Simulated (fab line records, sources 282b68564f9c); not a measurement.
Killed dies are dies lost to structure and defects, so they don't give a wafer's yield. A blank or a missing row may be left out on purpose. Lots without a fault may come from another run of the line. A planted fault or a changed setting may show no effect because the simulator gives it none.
fab line records | flow rit_cmos | part 1 of 2: steps 1 to 28 of 39
record lots=5 wafers=15 last_day=6
route steps=202 shown REOX@99 NLDD@103 PLDD@114 SPACER@125 NSD@131
lots that met no fault: from a run of the same line without faults
start_h: hours from the record's first day to the start of the lot's first wafer shown | wait_h: hours since the lot's step before | " the same as in the row above | L1.1+2: a row that stands for several wafers | - no value, or no start given | * or withheld: withheld | < > ~ a bound
route shown NAME@n: a module of which the file shows steps, and the number in the route of the first | usual: mean/standard deviation of fault-free wafers | same: alike in all rows | chamber/n: place in a boat | sites: the reading at each site | _std_site: their standard deviation | _edge_site: outer sites' mean less inner sites' | radius_mm: how far each site lies from the wafer's centre | mask NAME#n: copy n | behind: the tool/chamber that last shaped the wafer | hold: why the lot was held/for how many hours/how that ended | device: the transistor (n, p or np) that didn't switch | end of line: the same wafers' tests at the end of the route | a step without rows: its recipe alone | killed: dies lost to structure and defects at the first sort, not the wafer's yield | map: a wafer's dies, x killed, . not, _ none there
set.NAME: the setting as run; set.NAME@STEP: as run at that earlier step | model.NAME: the simulator's own value behind a step, which no gauge read
lots at some steps of the route; a table a step, a row a wafer
services: from which hour (start_h, from the record's first day; less than 0 if before it) a tool's chamber was out of use, for how many hours, and why
## steps
# step RIT_REOX_CLEAN_01
# recipe chemistry=dHF dilution=50:1 time_s=30
# columns lot.wafer tool chamber start_h wait_h
L081.2+3+5 wet_bench-01 1 74.18 0.0
L085.1+3+6 wet_bench-01 1 93.63 0.0
L087.2+3+6 wet_bench-04 2 107.06 0.0
L090.1+3+6 wet_bench-03 3 119.89 0.0
L091.1+3+4 wet_bench-03 3 126.24 0.0
# step RIT_REOX_CLEAN_02
# recipe chemistry=SC2 mix=3:3:50 time_s=600 temp_c=75 dry=n2_spin
# columns lot.wafer tool chamber start_h wait_h
L081.2+3+5 wet_bench-03 1 74.20 0.0
L085.1+3+6 wet_bench-04 1 93.64 0.0
L087.2+3+6 wet_bench-01 2 107.09 0.0
L090.1+3+6 wet_bench-03 3 119.90 0.0
L091.1+3+4 wet_bench-03 2 126.26 0.0
# step RIT_REOX_OXIDATION_03
# recipe temp_c=900 ambient=O2 target_thk_a=252 ox_time_s=5580
# same ox_time_s=5580
# columns lot.wafer tool chamber start_h wait_h
L081.2+3+5 furnace-04 0 74.60 0.2
L085.1+3+6 furnace-04 0 94.81 1.0
L087.2+3+6 furnace-01 0 108.54 1.3
L090.1+3+6 furnace-04 0 120.08 0.0
L091.1+3+4 furnace-01 0 127.82 1.4
# step RIT_REOX_THK_MEAS_04
# recipe reads=SiO2_of_REOX_OXIDATION_03
# usual REOX_OXIDE_THK=25.3/0.47
# columns lot.wafer tool chamber start_h wait_h REOX_OXIDE_THK[nm]
L081.2 film_metro-02 - 77.16 0.0 25.2
L081.3 " - " " 25.5
L081.5 " - " " 25.5
L085.1 film_metro-01 - 97.36 0.0 25.1
L085.3 " - " " 24.8
L085.6 " - " " 25.3
L087.2 film_metro-04 - 111.10 0.0 24.4
L087.3 " - " " 24.4
L087.6 " - " " 24.7
L090.1 film_metro-04 - 122.63 0.0 25.6
L090.3 " - " " 25.9
L090.6 " - " " 25.5
L091.1 film_metro-01 - 130.37 0.0 25.1
L091.3 " - " " 24.7
L091.4 " - " " 24.9
# step RIT_NLDD_HMDS_00
# recipe prime_time_s=60 prime_temp_c=140
# usual exhaust_pa=44.9/0.92
# columns lot.wafer tool chamber start_h wait_h exhaust_pa
L081.2 litho_track-02 0 77.24 0.1 44.6
L081.3 " 0 " " 44.2
L081.5 " 0 " " 43.7
L085.1 litho_track-04 0 97.42 0.1 43.8
L085.3 " 0 " " 43.8
L085.6 " 0 " " 44.1
L087.2 litho_track-04 0 111.18 0.1 46.3
L087.3 " 0 " " 46.0
L087.6 " 0 " " 46.1
L090.1 litho_track-04 0 122.69 0.1 43.9
L090.3 " 0 " " 43.3
L090.6 " 0 " " 42.8
L091.1 litho_track-01 0 130.43 0.1 44.9
L091.3 " 0 " " 45.7
L091.4 " 0 " " 45.4
# step RIT_NLDD_COAT_01
# recipe resist=NOVOLAK spin_rpm=3250 resist_thk_nm=1000
# usual exhaust_pa=45.0/0.96
# columns lot.wafer tool chamber start_h wait_h exhaust_pa
L081.2 litho_track-02 0 77.39 0.1 45.4
L081.3 " 0 " " 44.6
L081.5 " 0 " " 44.3
L085.1 litho_track-04 0 97.57 0.1 45.3
L085.3 " 0 " " 44.9
L085.6 " 0 " " 46.8
L087.2 litho_track-04 0 111.33 0.1 46.7
L087.3 " 0 " " 45.7
L087.6 " 0 " " 46.5
L090.1 litho_track-04 0 122.84 0.1 44.4
L090.3 " 0 " " 44.2
L090.6 " 0 " " 43.1
L091.1 litho_track-01 0 130.58 0.1 44.2
L091.3 " 0 " " 44.4
L091.4 " 0 " " 45.3
# step RIT_NLDD_SOFTBAKE_02
# recipe resist=NOVOLAK temp_c=90 time_s=60
# usual exhaust_pa=45.1/0.96
# columns lot.wafer tool chamber start_h wait_h exhaust_pa
L081.2 litho_track-02 0 77.54 0.1 43.3
L081.3 " 0 " " 44.3
L081.5 " 0 " " 43.3
L085.1 litho_track-04 0 97.72 0.1 45.2
L085.3 " 0 " " 45.8
L085.6 " 0 " " 46.6
L087.2 litho_track-04 0 111.48 0.1 45.8
L087.3 " 0 " " 44.9
L087.6 " 0 " " 47.0
L090.1 litho_track-04 0 122.99 0.1 45.1
L090.3 " 0 " " 45.6
L090.6 " 0 " " 46.2
L091.1 litho_track-01 0 130.73 0.1 44.3
L091.3 " 0 " " 44.2
L091.4 " 0 " " 42.6
# step RIT_NLDD_EXPOSE_03
# recipe mask_id=M7 na=0.57 target_cd_nm=40700 dose_mj=250
# usual reticle_temp_C=23.00/0.12
# columns lot.wafer tool chamber start_h wait_h mask reticle_temp_C
L081.2 iline_stepper-01 0 77.81 0.2 M7#0 23.26
L081.3 " 0 " " M7#0 23.14
L081.5 " 0 " " M7#0 23.03
L085.1 iline_stepper-02 0 97.99 0.2 M7#0 22.90
L085.3 " 0 " " M7#0 22.96
L085.6 " 0 " " M7#0 22.98
L087.2 iline_stepper-02 0 111.75 0.2 M7#0 23.08
L087.3 " 0 " " M7#0 22.94
L087.6 " 0 " " M7#0 23.00
L090.1 iline_stepper-01 0 123.26 0.2 M7#0 22.95
L090.3 " 0 " " M7#0 22.84
L090.6 " 0 " " M7#0 22.81
L091.1 iline_stepper-01 0 130.88 0.1 M7#0 22.90
L091.3 " 0 " " M7#0 22.83
L091.4 " 0 " " M7#0 23.03
# step RIT_NLDD_PEB_04
# recipe resist=NOVOLAK temp_c=withheld time_s=withheld
# usual exhaust_pa=45.1/0.78
# columns lot.wafer tool chamber start_h wait_h exhaust_pa
L081.2 litho_track-01 0 77.93 0.1 44.6
L081.3 " 0 " " 44.8
L081.5 " 0 " " 44.1
L085.1 litho_track-01 0 98.20 0.2 45.7
L085.3 " 0 " " 45.1
L085.6 " 0 " " 46.1
L087.2 litho_track-04 0 111.87 0.1 45.1
L087.3 " 0 " " 46.3
L087.6 " 0 " " 45.9
L090.1 litho_track-04 0 123.38 0.1 43.6
L090.3 " 0 " " 45.8
L090.6 " 0 " " 44.5
L091.1 litho_track-04 0 130.99 0.1 44.5
L091.3 " 0 " " 43.7
L091.4 " 0 " " 44.1
# step RIT_NLDD_DEVELOP_05
# recipe resist=NOVOLAK develop_time_s=50 dev_temp_c=23
# usual developer_temp_C=23.00/0.11 exhaust_pa=45.0/1
# columns lot.wafer tool chamber start_h wait_h developer_temp_C exhaust_pa
L081.2 litho_track-01 0 - - 23.09 46.9
L081.3 " 0 " " 22.95 46.3
L081.5 " 0 " " 23.04 46.7
L085.1 litho_track-01 0 - - 22.94 42.9
L085.3 " 0 " " 22.89 43.9
L085.6 " 0 " " 22.73 43.4
L087.2 litho_track-04 0 - - 23.15 43.4
L087.3 " 0 " " 23.02 45.1
L087.6 " 0 " " 23.01 44.5
L090.1 litho_track-04 0 - - 23.02 44.9
L090.3 " 0 " " 22.95 45.1
L090.6 " 0 " " 23.08 44.8
L091.1 litho_track-04 0 - - 22.82 44.8
L091.3 " 0 " " 22.95 45.5
L091.4 " 0 " " 23.04 44.2
# step RIT_NLDD_OVL_MEAS_06
# usual NLDD_OVL=0.2/1.3
# columns lot.wafer tool chamber start_h wait_h NLDD_OVL[nm]
L081.2 overlay-02 - 78.19 - 2.7
L081.3 " - " " 1.5
L081.5 " - " " 1.5
L085.1 overlay-01 - 98.48 - 0.3
L085.3 " - " " -0.4
L085.6 " - " " 2.4
L087.2 overlay-01 - 112.13 - -0.7
L087.3 " - " " -0.3
L087.6 " - " " -0.7
L090.1 overlay-02 - 123.66 - 1.7
L090.3 " - " " 0.4
L090.6 " - " " 0.2
L091.1 overlay-02 - 131.28 - 1.9
L091.3 " - " " -1.2
L091.4 " - " " -0.2
# step RIT_NLDD_HARDBAKE_07
# recipe resist=NOVOLAK temp_c=140 time_s=60
# usual exhaust_pa=45.0/1
# columns lot.wafer tool chamber start_h wait_h exhaust_pa
L081.2 litho_track-02 0 78.25 0.0 44.4
L081.3 " 0 " " 45.3
L081.5 " 0 " " 45.9
L085.1 litho_track-02 0 98.70 0.2 45.6
L085.3 " 0 " " 43.9
L085.6 " 0 " " 45.4
L087.2 litho_track-01 0 112.19 0.0 43.8
L087.3 " 0 " " 42.4
L087.6 " 0 " " 44.7
L090.1 litho_track-02 0 123.70 0.0 46.1
L090.3 " 0 " " 46.4
L090.6 " 0 " " 47.3
L091.1 litho_track-02 0 131.31 0.0 44.5
L091.3 " 0 " " 44.7
L091.4 " 0 " " 44.8
# step RIT_NLDD_IMPLANT_08
# recipe species=P energy_kev=20 dose_cm2=5e+14 tilt_deg=7
# usual dose_ions_cm2=5e+14/4.5e+11
# columns lot.wafer tool chamber start_h wait_h dose_ions_cm2
L081.2 implanter-01 0 78.40 0.1 5e+14
L081.3 " 0 " " 5.002e+14
L081.5 " 0 " " 4.995e+14
L085.1 implanter-01 0 98.85 0.1 4.999e+14
L085.3 " 0 " " 5.006e+14
L085.6 " 0 " " 5.008e+14
L087.2 implanter-01 0 112.34 0.1 4.998e+14
L087.3 " 0 " " 5.003e+14
L087.6 " 0 " " 4.995e+14
L090.1 implanter-02 0 123.85 0.1 4.998e+14
L090.3 " 0 " " 4.997e+14
L090.6 " 0 " " 4.999e+14
L091.1 implanter-02 0 131.46 0.1 5.002e+14
L091.3 " 0 " " 5.004e+14
L091.4 " 0 " " 5.001e+14
# step RIT_NLDD_STRIP_09
# recipe chemistry=O2 time_s=180 resist=NOVOLAK platen_temp_c=withheld power_w=500 pressure_mtorr=4000 o2_flow_sccm=4000
# usual drypump_motor_current_A=6.1/0.39
# columns lot.wafer tool chamber start_h wait_h drypump_motor_current_A rf_hours_counter_h
L081.2 plasma_asher-02 0 78.52 0.1 5.3 44
L081.3 " 0 " " 5.3 -
L081.5 " 0 " " 5.3 -
L085.1 plasma_asher-02 1 99.00 0.1 6.4 47
L085.3 " 1 " " 6.5 -
L085.6 " 0 " " 5.3 -
L087.2 plasma_asher-04 1 112.46 0.1 6.1 34
L087.3 " 0 " " 6.0 -
L087.6 " 1 " " 6.2 -
L090.1 plasma_asher-03 1 124.00 0.1 6.3 1
L090.3 " 1 " " 6.3 -
L090.6 " 1 " " 6.3 -
L091.1 plasma_asher-03 0 131.61 0.1 6.5 2
L091.3 " 0 " " 6.5 -
L091.4 " 1 " " 6.3 -
# step RIT_NLDD_TW_MEAS_10
# usual NLDD_TW=2510/24
# columns lot.wafer tool chamber start_h wait_h NLDD_TW
L081.2 film_metro-01 - 78.71 0.1 2537
L081.3 " - " " 2529
L081.5 " - " " 2542
L085.1 film_metro-01 - 99.18 0.1 2541
L085.3 " - " " 2515
L085.6 " - " " 2511
L087.2 film_metro-02 - 112.65 0.1 2513
L087.3 " - " " 2505
L087.6 " - " " 2501
L090.1 film_metro-02 - 124.17 0.1 2496
L090.3 " - " " 2518
L090.6 " - " " 2520
L091.1 film_metro-02 - 131.79 0.1 2526
L091.3 " - " " 2517
L091.4 " - " " 2515
# step RIT_PLDD_HMDS_00
# recipe prime_time_s=60 prime_temp_c=140
# usual exhaust_pa=44.9/0.96
# columns lot.wafer tool chamber start_h wait_h exhaust_pa
L081.2 litho_track-04 0 78.78 0.1 44.6
L081.3 " 0 " " 44.1
L081.5 " 0 " " 45.9
L085.1 litho_track-03 0 99.24 0.1 45.7
L085.3 " 0 " " 45.1
L085.6 " 0 " " 44.5
L087.2 litho_track-02 0 112.72 0.1 44.0
L087.3 " 0 " " 44.4
L087.6 " 0 " " 44.1
L090.1 litho_track-02 0 124.23 0.1 46.2
L090.3 " 0 " " 45.4
L090.6 " 0 " " 45.6
L091.1 litho_track-02 0 131.85 0.1 44.6
L091.3 " 0 " " 44.5
L091.4 " 0 " " 45.9
# step RIT_PLDD_COAT_01
# recipe resist=NOVOLAK spin_rpm=3250 resist_thk_nm=1000
# usual exhaust_pa=44.9/1.1
# columns lot.wafer tool chamber start_h wait_h exhaust_pa
L081.2 litho_track-04 0 78.93 0.1 44.5
L081.3 " 0 " " 45.2
L081.5 " 0 " " 45.8
L085.1 litho_track-03 0 99.39 0.1 45.8
L085.3 " 0 " " 46.3
L085.6 " 0 " " 46.0
L087.2 litho_track-02 0 112.87 0.1 46.0
L087.3 " 0 " " 45.5
L087.6 " 0 " " 44.7
L090.1 litho_track-02 0 124.38 0.1 43.5
L090.3 " 0 " " 44.1
L090.6 " 0 " " 44.0
L091.1 litho_track-02 0 132.00 0.1 45.2
L091.3 " 0 " " 44.9
L091.4 " 0 " " 44.8
# step RIT_PLDD_SOFTBAKE_02
# recipe resist=NOVOLAK temp_c=90 time_s=60
# usual exhaust_pa=45.0/0.93
# columns lot.wafer tool chamber start_h wait_h exhaust_pa
L081.2 litho_track-04 0 79.08 0.1 45.9
L081.3 " 0 " " 44.4
L081.5 " 0 " " 44.4
L085.1 litho_track-03 0 99.54 0.1 45.3
L085.3 " 0 " " 45.3
L085.6 " 0 " " 45.6
L087.2 litho_track-02 0 113.02 0.1 44.7
L087.3 " 0 " " 45.0
L087.6 " 0 " " 44.1
L090.1 litho_track-02 0 124.53 0.1 45.6
L090.3 " 0 " " 44.8
L090.6 " 0 " " 45.3
L091.1 litho_track-02 0 132.15 0.1 44.3
L091.3 " 0 " " 44.5
L091.4 " 0 " " 43.8
# step RIT_PLDD_EXPOSE_03
# recipe mask_id=M8 na=0.57 target_cd_nm=40900 dose_mj=250
# usual reticle_temp_C=23.01/0.096
# columns lot.wafer tool chamber start_h wait_h mask reticle_temp_C
L081.2 iline_stepper-01 0 79.23 0.1 M8#0 22.97
L081.3 " 0 " " M8#0 22.92
L081.5 " 0 " " M8#0 22.83
L085.1 iline_stepper-01 0 99.69 0.1 M8#0 22.77
L085.3 " 0 " " M8#0 22.91
L085.6 " 0 " " M8#0 22.95
L087.2 iline_stepper-02 0 113.17 0.1 M8#0 22.92
L087.3 " 0 " " M8#0 22.94
L087.6 " 0 " " M8#0 22.97
L090.1 iline_stepper-02 0 124.68 0.1 M8#0 22.92
L090.3 " 0 " " M8#0 23.02
L090.6 " 0 " " M8#0 22.93
L091.1 iline_stepper-01 0 132.42 0.2 M8#0 23.05
L091.3 " 0 " " M8#0 22.99
L091.4 " 0 " " M8#0 22.97
# step RIT_PLDD_PEB_04
# recipe resist=NOVOLAK temp_c=withheld time_s=withheld
# usual exhaust_pa=44.9/0.93
# columns lot.wafer tool chamber start_h wait_h exhaust_pa
L081.2 litho_track-04 0 79.35 0.1 43.8
L081.3 " 0 " " 44.9
L081.5 " 0 " " 44.6
L085.1 litho_track-03 0 99.80 0.1 45.2
L085.3 " 0 " " 46.8
L085.6 " 0 " " 44.7
L087.2 litho_track-03 0 113.29 0.1 44.3
L087.3 " 0 " " 43.4
L087.6 " 0 " " 45.6
L090.1 litho_track-03 0 124.82 0.1 44.9
L090.3 " 0 " " 44.1
L090.6 " 0 " " 45.1
L091.1 litho_track-03 0 132.54 0.1 43.8
L091.3 " 0 " " 45.2
L091.4 " 0 " " 45.7
# step RIT_PLDD_DEVELOP_05
# recipe resist=NOVOLAK develop_time_s=50 dev_temp_c=23
# usual developer_temp_C=23.00/0.11 exhaust_pa=45.0/0.79
# columns lot.wafer tool chamber start_h wait_h developer_temp_C exhaust_pa
L081.2 litho_track-04 0 - - 22.93 44.6
L081.3 " 0 " " 22.85 45.6
L081.5 " 0 " " 22.92 46.3
L085.1 litho_track-03 0 - - 22.96 44.4
L085.3 " 0 " " 22.98 44.4
L085.6 " 0 " " 22.96 44.7
L087.2 litho_track-03 0 - - 22.96 45.7
L087.3 " 0 " " 22.96 44.2
L087.6 " 0 " " 22.78 43.7
L090.1 litho_track-03 0 - - 23.00 45.9
L090.3 " 0 " " 23.29 45.3
L090.6 " 0 " " 23.13 45.5
L091.1 litho_track-03 0 - - 23.01 45.0
L091.3 " 0 " " 23.14 46.6
L091.4 " 0 " " 23.07 46.0
# step RIT_PLDD_OVL_MEAS_06
# usual PLDD_OVL=0.5/1.6
# columns lot.wafer tool chamber start_h wait_h PLDD_OVL[nm]
L081.2 overlay-02 - 79.62 - 0.0
L081.3 " - " " 0.0
L081.5 " - " " 1.2
L085.1 overlay-02 - 100.09 - 1.9
L085.3 " - " " 4.1
L085.6 " - " " 3.9
L087.2 overlay-02 - 113.55 - -0.2
L087.3 " - " " -1.1
L087.6 " - " " 2.6
L090.1 overlay-02 - 125.10 - -0.5
L090.3 " - " " 1.0
L090.6 " - " " -1.8
L091.1 overlay-02 - 132.82 - 1.4
L091.3 " - " " -0.6
L091.4 " - " " 1.0
# step RIT_PLDD_HARDBAKE_07
# recipe resist=NOVOLAK temp_c=140 time_s=60
# usual exhaust_pa=45.3/0.84
# columns lot.wafer tool chamber start_h wait_h exhaust_pa
L081.2 litho_track-04 0 79.67 0.0 44.3
L081.3 " 0 " " 46.1
L081.5 " 0 " " 45.5
L085.1 litho_track-02 0 100.12 0.0 45.5
L085.3 " 0 " " 46.0
L085.6 " 0 " " 45.0
L087.2 litho_track-03 0 113.61 0.0 45.8
L087.3 " 0 " " 45.6
L087.6 " 0 " " 45.1
L090.1 litho_track-02 0 125.14 0.0 45.5
L090.3 " 0 " " 46.2
L090.6 " 0 " " 46.1
L091.1 litho_track-02 0 132.86 0.0 44.7
L091.3 " 0 " " 46.1
L091.4 " 0 " " 45.5
# step RIT_PLDD_IMPLANT_08
# recipe species=BF2 energy_kev=20 dose_cm2=9e+14 tilt_deg=7
# usual dose_ions_cm2=8.999e+14/9.6e+11
# columns lot.wafer tool chamber start_h wait_h dose_ions_cm2
L081.2 implanter-01 0 79.82 0.1 8.999e+14
L081.3 " 0 " " 8.988e+14
L081.5 " 0 " " 8.989e+14
L085.1 implanter-01 0 100.27 0.1 9.007e+14
L085.3 " 0 " " 9.003e+14
L085.6 " 0 " " 8.992e+14
L087.2 implanter-04 0 113.76 0.1 8.994e+14
L087.3 " 0 " " 8.997e+14
L087.6 " 0 " " 9.005e+14
L090.1 implanter-01 0 125.29 0.1 8.985e+14
L090.3 " 0 " " 9.004e+14
L090.6 " 0 " " 9.007e+14
L091.1 implanter-04 0 133.01 0.1 9e+14
L091.3 " 0 " " 9e+14
L091.4 " 0 " " 8.996e+14
# step RIT_PLDD_STRIP_09
# recipe chemistry=O2 time_s=180 resist=NOVOLAK platen_temp_c=withheld power_w=500 pressure_mtorr=4000 o2_flow_sccm=4000
# usual drypump_motor_current_A=6.18/0.2
# columns lot.wafer tool chamber start_h wait_h drypump_motor_current_A rf_hours_counter_h
L081.2 plasma_asher-01 1 79.95 0.1 5.91 44
L081.3 " 0 " " 6.32 -
L081.5 " 1 " " 5.90 -
L085.1 plasma_asher-03 0 100.42 0.1 6.47 42
L085.3 " 0 " " 6.46 -
L085.6 " 1 " " 6.30 -
L087.2 plasma_asher-04 1 113.98 0.2 6.14 34
L087.3 " 1 " " 6.16 -
L087.6 " 0 " " 6.04 -
L090.1 plasma_asher-04 1 125.44 0.1 6.14 36
L090.3 " 0 " " 6.01 -
L090.6 " 0 " " 6.02 -
L091.1 plasma_asher-03 0 133.16 0.1 6.48 2
L091.3 " 0 " " 6.48 -
L091.4 " 1 " " 6.30 -
# step RIT_PLDD_TW_MEAS_10
# usual PLDD_TW=2358/28
# columns lot.wafer tool chamber start_h wait_h PLDD_TW
L081.2 film_metro-03 - 80.13 0.1 2333
L081.3 " - " " 2328
L081.5 " - " " 2342
L085.1 film_metro-01 - 100.60 0.1 2380
L085.3 " - " " 2383
L085.6 " - " " 2362
L087.2 film_metro-02 - 114.17 0.1 2377
L087.3 " - " " 2359
L087.6 " - " " 2372
L090.1 film_metro-02 - 125.61 0.1 2367
L090.3 " - " " 2364
L090.6 " - " " 2362
L091.1 film_metro-01 - 133.33 0.1 2382
L091.3 " - " " 2370
L091.4 " - " " 2376
# step RIT_SPACER_CLEAN_00
# recipe chemistry=SC1 mix=3:3:50 time_s=600 temp_c=75
# columns lot.wafer tool chamber start_h wait_h
L081.2+3+5 wet_bench-04 0 80.18 0.0
L085.1+3+6 wet_bench-02 1 100.66 0.1
L087.2+3+6 wet_bench-02 0 114.22 0.0
L090.1+3+6 wet_bench-02 3 125.67 0.1
L091.1+3+4 wet_bench-02 3 133.39 0.1
# step RIT_SPACER_CLEAN_01
# recipe chemistry=dHF dilution=50:1 time_s=30
# columns lot.wafer tool chamber start_h wait_h
L081.2+3+5 wet_bench-03 3 80.36 0.0
L085.1+3+6 wet_bench-02 0 100.85 0.0
L087.2+3+6 wet_bench-03 2 114.39 0.0
L090.1+3+6 wet_bench-02 3 125.85 0.0
L091.1+3+4 wet_bench-04 3 133.58 0.0
